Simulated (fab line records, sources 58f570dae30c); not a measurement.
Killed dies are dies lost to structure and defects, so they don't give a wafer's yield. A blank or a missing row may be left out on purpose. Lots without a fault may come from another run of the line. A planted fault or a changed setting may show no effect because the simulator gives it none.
A struck lot beside a sound one | flow berkeley_cmos170 | 19 steps out of a route of 331
Sound: wafers L714.3, L714.4, L714.6. Struck: wafers L719.2, L719.3, L719.5. The cause comes at the end.
At each step with rows: each side's tool, then ch and its chambers, then its first start. Under that, the readings that differ: sound wafers | struck wafers | difference of the means | sigmas: that difference in standard deviations of wafers without a fault.
alike: readings whose means differ by less than 2 such deviations, and words and numbers that are the same on both sides. not compared: withheld readings, readings that some wafer has no value for, bounds like >300 that may hide the same value, and numbers for which the record gives no deviation and whose values overlap.
The two part at a step that has a row with sigmas, a row that says differs or no value, or rows on one side only. Numbers that don't overlap but have no deviation are shown without sigmas and don't part them. A reading that every wafer of one side lacks parts them only if that side has two wafers or more.

first, 5 steps without rows for these wafers: UCB170_NWELL_WET_ETCH_18 (etches Si3N4 in H3PO4, time 14400 s); UCB170_NWELL_WET_ETCH_19 (etches SiO2 in BOE, time 22 s); UCB170_PWELL_CLEAN_00 (cleans in SPM, time 600 s); UCB170_PWELL_CLEAN_01 (cleans in dHF, time 60 s); UCB170_PWELL_OXIDATION_02 (target thk 26.4 nm, ox time 1260 s).
UCB170_PWELL_THK_MEAS_03:
  sound on film_metro-01, day 3 12:41; struck on film_metro-02, day 4 16:14
  alike: PWELL_OXIDE_THK
then, 2 steps without rows for these wafers: UCB170_PWELL_ANNEAL_04 (time 900 s); UCB170_PWELL_CVD_05 (deposits Si3N4 from SiH2Cl2/NH3, target thk 220 nm, time 3300 s).
UCB170_PWELL_THK_MEAS_06:
  sound on film_metro-01, day 3 21:16; struck on film_metro-02, day 5 00:59
  alike: PWELL_NITRIDE_THK
then, 3 steps without rows for these wafers: UCB170_PWELL_HMDS_07 (prime time 60 s); UCB170_PWELL_COAT_08 (resist thk 900 nm); UCB170_PWELL_SOFTBAKE_09 (time 60 s).
UCB170_PWELL_EXPOSE_10: exposes mask PWELL, target cd 3000 nm.
  sound on krf_scanner-01 ch 0, day 3 22:11; struck on krf_scanner-01 ch 0, day 5 01:44
  reading | sound                   | struck                           | difference | sigmas
  mask    | PWELL#0 PWELL#0 PWELL#0 | PWELL_R1#0 PWELL_R1#0 PWELL_R1#0 | differs    |
then, 2 steps without rows for these wafers: UCB170_PWELL_PEB_11; UCB170_PWELL_DEVELOP_12 (develop time 45 s).
UCB170_PWELL_OVL_MEAS_13:
  sound on overlay-02, day 3 22:38; struck on overlay-01, day 5 02:13
  alike: PWELL_OVL
UCB170_PWELL_ETCH_14: etches Si3N4 in CH3F/Ar/O2, stops on SiO2, target depth 242 nm, time 151 s.
  sound on rie_diel-01 ch 1,3, day 3 22:39; struck on rie_diel-04 ch 0,2,3, day 5 02:14
  reading                | sound          | struck         | difference | sigmas
  model.PWELL.cd_nm (nm) | 3000 2999 3000 | 3209 3209 3208 | +209       |
  alike: drypump_motor_current_A, oes_product_au, throttle_valve_pct
  not compared: rf_hours_counter_h
then, 1 step without rows for these wafers: UCB170_PWELL_IMPLANT_15.
-- the record jumps here: 6 days lie between the struck wafers' starts before and after (it left off in module PWELL and takes up again in module M3, whose first step shown is number 331 of the route) --
UCB170_M3_PROBE_99:
  sound on prober-01, day 9 20:43; struck on prober-01, day 10 17:35
  reading                         | sound          | struck         | difference | sigmas
  model.etest.nwell.width_nm (nm) | 2344 2360 2361 | 2322 2324 2324 | -32        |
  not compared: model.etest.nwell.line_ohm_um

WHERE THEY PART
Only at UCB170_PWELL_EXPOSE_10, within this record. Later steps at which nothing parts them and some readings are alike: UCB170_PWELL_OVL_MEAS_13, UCB170_PWELL_ETCH_14.

WHY: what the simulator had put in
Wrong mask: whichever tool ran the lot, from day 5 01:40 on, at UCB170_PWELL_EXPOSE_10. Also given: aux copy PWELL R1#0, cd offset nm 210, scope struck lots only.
